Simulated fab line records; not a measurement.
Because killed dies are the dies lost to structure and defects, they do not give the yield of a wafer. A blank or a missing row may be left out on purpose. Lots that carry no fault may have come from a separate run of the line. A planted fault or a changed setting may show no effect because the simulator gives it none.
Which tool did it? -- flow berkeley cmos170 -- 7 lots with 21 wafers sampled at 2 steps, on a route of 331 steps

## WHAT THE GAUGES READ, wafer by wafer
UCB170_M2_CD_MEAS_15: the cd target is 700 nm.
lot,measured,on,cd nm (nm)
L171,day 7 13:41,cd sem-02,700.3 702.4 701.2
L176,day 8 09:50,cd sem-01,701.6 701.6 701.4
L180,day 9 22:17,cd sem-01,699.3 700.0 699.3
L181,day 10 03:25,cd sem-02,697.7 699.8 699.6
L185,day 10 21:17,cd sem-01,703.4 702.5 703.9
L183,day 11 01:05,cd sem-02,700.1 700.1 701.4
L194,day 13 00:08,cd sem-01,699.4 701.1 701.6

## WHICH TOOL RAN EACH LOT (tool, then ch and the chambers of the sampled wafers, then the start)
lot,UCB170_V1_STRIP_15
L171,"plasma asher-01 ch 0,1, day 7 11:21"
L176,"plasma asher-02 ch 0,1, day 8 05:01"
L180,"plasma asher-02 ch 0,1, day 9 16:29"
L181,"plasma asher-03 ch 0,1, day 9 23:43"
L185,"plasma asher-02 ch 0,1, day 10 17:27"
L183,"plasma asher-02 ch 0,1, day 10 22:00"
L194,"plasma asher-01 ch 0,1, day 12 17:48"
- UCB170_V1_STRIP_15: strips in O2.

## THE ANSWER, worked out from the rows above alone
Rule: what is usual is taken from the lots themselves. The widest of any qualifying gaps counts: lots, ordered by their means at a reading, are off when they make up no more than a third of the lots, leave a main group of 4 or more, and stand apart from it by 3 or more times the standard deviation of that group's means. Not used: any main group whose means are identical at the precision the tables above print for the reading. A lot without any number at a reading at which 4 lots or more have one is off too. Any other lot the step has rows for is counted as sound.
None of the lots is off at any reading shown; this tells nothing.

## WHAT THE SIMULATOR HAD PUT IN
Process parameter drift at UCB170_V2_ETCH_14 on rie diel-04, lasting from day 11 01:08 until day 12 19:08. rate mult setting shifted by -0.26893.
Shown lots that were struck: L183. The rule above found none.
